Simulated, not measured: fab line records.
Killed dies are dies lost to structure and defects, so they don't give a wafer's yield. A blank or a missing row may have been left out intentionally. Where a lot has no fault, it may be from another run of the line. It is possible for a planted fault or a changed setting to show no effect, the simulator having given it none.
Code-filled problem report in 8D (eight disciplines) form + flow berkeley_cmos170 + the parts of the form that need people (team, actions taken, sign-off) are left out

1. PROBLEM STATEMENT
bias_w at UCB170_M2_ETCH_17 reads a mean of 92.9 W on 2 wafers of 2 lots; wafers without a fault read 100.0 W with a standard deviation of 0.33. Relative to the usual mean, that is a shift of -22 standard deviations.
The step: etches BARC in N2/H2.
First seen on wafer L848.4, day 9 02:32, on rie_diel-02. The record holds 42 wafers of 14 lots with a number at this step. The rule behind "out" and "out of limits": a value lying over 4 standard deviations away from the usual mean. The other wafers with a number count as sound.

2. WHAT IT IS, AND WHAT IT ISN'T
| question                    | is               | is not                                                                                                                     |
|-----------------------------|------------------|----------------------------------------------------------------------------------------------------------------------------|
| which readings at this step | bias_w           | drypump_motor_current_A, oes_product_au, throttle_valve_pct                                                                |
| which lots                  | L848, L851       | L847, L849, L850, L859, L860, L863, L864, L865, L866, L867, L868, L869                                                     |
| which wafers of those lots  | L848.4, L851.2   | L848.1, L848.5, L851.4, L851.5                                                                                             |
| read on which tools         | rie_diel-02      | rie_diel-03, rie_diel-04                                                                                                   |
| when                        | from day 9 02:32 | up to then (11 sound wafers); but 29 sound wafers of L851, L859, L860, L863, L864, L865, L866, L867, L868, L869 came after |

3. WHAT RULES OUT EACH SUSPECT
Counting: a tool at a process step up to the reading stays a suspect if it ran every lot that is out. Sound lots after the first of them don't rule it out here, since some wafers of a struck lot are sound.
- rie_diel-02 at UCB170_M2_ETCH_17 (etches BARC in N2/H2): kept. Ran every lot that is out, first one L848 (day 9 02:32); last sound lot up to then L847 (day 9 02:01). Its own readings are out on those wafers: bias_w.
- At UCB170_M2_ETCH_17, inside rie_diel-02: chamber 3 took the wafers that are out, while their sound lot-mates went through chambers 0, 1, 2.
After counting, what remains is rie_diel-02 at UCB170_M2_ETCH_17.

4. THE CAUSE (what the simulator had put in)
rie_diel-02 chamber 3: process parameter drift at UCB170_M2_ETCH_17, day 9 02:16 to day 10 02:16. The setting bias_w was moved by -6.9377, starting from 100. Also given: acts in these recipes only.
After counting, this tool was the only one left.

5. THE CHAIN OF EFFECTS, in route order
Each row: a reading whose mean over the struck wafers that have a number lies more than 3 standard deviations from the usual. Only readings for which the record gives a usual standard deviation are gone through. hours: the time from each lot's start at the first step in this table that gives one to its start at this step, as a median over the lots. sigmas: the change in usual standard deviations.
| hours | step              | reading | usual   | on struck wafers | change | sigmas |
|-------|-------------------|---------|---------|------------------|--------|--------|
| 0     | UCB170_M2_ETCH_17 | bias_w  | 100.0 W | 92.9             | -7.1   | -22    |
Here are the process steps it includes:
- UCB170_M2_ETCH_17: etches BARC in N2/H2.

6. WHAT WOULD HAVE CAUGHT IT SOONER
In this record the first reading out of limits was taken at day 9 02:32, 0 hours after the fault began at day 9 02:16.
